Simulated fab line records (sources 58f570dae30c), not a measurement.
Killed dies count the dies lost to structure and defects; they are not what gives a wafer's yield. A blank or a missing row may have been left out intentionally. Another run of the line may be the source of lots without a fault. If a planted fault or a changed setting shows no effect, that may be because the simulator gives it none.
Matching of chambers    flow berkeley-cmos170    UCB170_GATE_ETCH_14 on rie-diel-03 has 4 sister chambers
The step etches BARC in N2/H2. 8 wafers are shown with their chamber, then 7 later ones without.

WAFERS WITH THEIR CHAMBER
wafer   chamber  throttle-valve-pct (%)  drypump-motor-current-A (A)
L079.2  1        13.17                   5.6
L079.6  1        13.20                   5.6
L088.4  2        13.08                   5.5
L086.2  3        13.07                   5.6
L086.3  0        13.32                   5.1
L086.4  2        13.08                   5.6
L090.2  0        13.32                   5.1
L090.3  3        13.07                   5.6

WAFERS WITH NO CHAMBER GIVEN
wafer   throttle-valve-pct (%)  drypump-motor-current-A (A)
L090.4  13.08                   5.6
L095.1  13.09                   5.6
L095.3  13.32                   5.0
L095.6  13.18                   5.6
L097.3  13.33                   5.0
L097.4  13.17                   5.6
L097.5  13.17                   5.7

THE CHAMBER EACH PASSED THROUGH
wafer   from the rows above      in truth
L090.4  can't be placed: 3 or 2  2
L095.1  can't be placed: 2 or 3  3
L095.3  0                        0
L095.6  1                        1
L097.3  0                        0
L097.4  1                        1
L097.5  1                        1
Correct placement for 5 of the 7. Cannot be placed on the basis of these rows: 2; the candidates contain the true chamber in 2. Wrongly placed: 0.
How it was worked out, from the rows above alone: a wafer's distance from a chamber is the root of the sum, over the readings, of the square of ((its reading less the chamber's mean) divided by the reading's scatter). If the next closest chamber is less than 2 further off than the closest, the wafer can't be placed; otherwise it belongs to the closest. Each chamber's mean is taken over the wafers shown for it. The scatter is the square root of a quotient: the sum, over the shown wafers, of each reading's squared deviation from its chamber's mean, divided by wafers minus chambers.
